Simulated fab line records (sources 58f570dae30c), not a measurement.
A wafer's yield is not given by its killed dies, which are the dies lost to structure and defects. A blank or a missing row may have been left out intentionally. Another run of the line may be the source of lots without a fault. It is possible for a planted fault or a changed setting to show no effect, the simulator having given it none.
Problem report, 8D (eight disciplines) form, completed by code    flow berkeleyCmos170    the parts of the form that need people (team, actions taken, sign-off) are left out

## 1. PROBLEM STATEMENT
V2_TEOS_THK at UCB170_V2_THK_MEAS_01 reads a mean of 1701 nm on 2 wafers of 1 lot; wafers without a fault read 1999 nm with a standard deviation of 23. That puts it -13 standard deviations away from the usual mean.
The first sign was on wafer L247.2 at day 9 16:07, on filmMetro-04. At this step, 39 wafers from 13 lots have a number in the record. By rule, "out" or "out of limits" means more than 4 standard deviations away from the usual mean. All remaining wafers that have a number are taken as sound.

## 2. WHAT IT IS; WHAT IT IS NOT
question                     is                is not
which readings at this step  V2_TEOS_THK       -
which lots                   L247              L238, L239, L242, L243, L244, L245, L246, L250, L255, L257, L259, L260
which wafers of those lots   L247.2, L247.4    L247.5
read on which gauges         filmMetro-04      filmMetro-02, filmMetro-03
when                         from day 9 16:07  up to then (19 sound wafers); but 18 sound wafers of L246, L250, L255, L257, L259, L260 came after

## 3. WHAT RULES OUT EACH SUSPECT
Counting: a tool at a process step up to the reading stays a suspect if it ran every lot that is out. Sound lots after the first of them don't rule it out here, since some wafers of a struck lot are sound.
- ruled out: the gauge at UCB170_V2_THK_MEAS_01. All the wafers that are out were read on filmMetro-04, but those of them that UCB170_V2_CVD_00 has rows for are out there too, on other tools.
- pecvd-01 at UCB170_V1_CVD_00 (deposits SiO2 from TEOS/O2, target thk 2000 nm, time 250 s): kept. It ran the lot that is out, L247 (day 9 10:42); its last sound lot up to then is L239 (day 7 15:44).
- plasmaAsher-02 at UCB170_V1_STRIP_15 (strips in O2): kept. It ran the lot that is out, L247 (day 9 13:07).
- pecvd-02 at UCB170_V2_CVD_00 (deposits SiO2 from TEOS/O2, target thk 2000 nm, time 250 s): kept. It ran the lot that is out, L247 (day 9 15:57); its last sound lot up to then is L243 (day 8 19:15). Out on those wafers are its own readings of rfFwdPowerW.
- Within pecvd-01 at UCB170_V1_CVD_00: the wafers that are out ran in chambers 1, 2; their sound lot-mates ran in chamber 0.
- At UCB170_V1_STRIP_15 on plasmaAsher-02, chamber 1 took the sound wafers of the same lots and chamber 0 took the wafers that are out.
- At UCB170_V2_CVD_00 on pecvd-02, chamber 1 took the sound wafers of the same lots and chamber 0 took the wafers that are out.
pecvd-01 at UCB170_V1_CVD_00, plasmaAsher-02 at UCB170_V1_STRIP_15 and pecvd-02 at UCB170_V2_CVD_00 are what is left after counting.

## 4. THE CAUSE (what the simulator had put in)
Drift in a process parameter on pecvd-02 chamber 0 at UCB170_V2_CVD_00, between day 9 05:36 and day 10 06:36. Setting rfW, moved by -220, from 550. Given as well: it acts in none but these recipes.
3 suspects survive the count, and this tool is in that group.

## 5. THE CHAIN OF EFFECTS, in route order
Each row: a reading whose mean over the struck wafers that have a number lies more than 3 standard deviations from the usual. Readings are gone through only where the record gives a usual standard deviation; hours: the median, over the lots, of the time from a lot's start at the first step in this table giving one to that lot's start at this step; sigmas: the change measured in usual standard deviations.
hours  step                   reading      usual    on struck wafers  change  sigmas
0      UCB170_V2_CVD_00       rfFwdPowerW  548.5 W  327.0             -221.5  -99 or more
0      UCB170_V2_THK_MEAS_01  V2_TEOS_THK  1999 nm  1701              -298    -13
Its process steps:
- UCB170_V2_CVD_00: deposits SiO2 from TEOS/O2, target thk 2000 nm, time 250 s.

## 6. WHAT WOULD HAVE CAUGHT IT SOONER
The first out-of-limits reading at a measuring or inspecting step in this record came at day 9 16:07, 11 hours after the fault's start at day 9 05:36.
The tool's own readings at UCB170_V2_CVD_00 were out on every struck wafer that the step has a row for (rfFwdPowerW): an alarm limit on them would have fired on the first of those.
The start of UCB170_V2_CVD_00 on pecvd-02 came by day 9 16:07 for every one of the lots that are out (1). Tool hold at that time: it would have spared none of them.
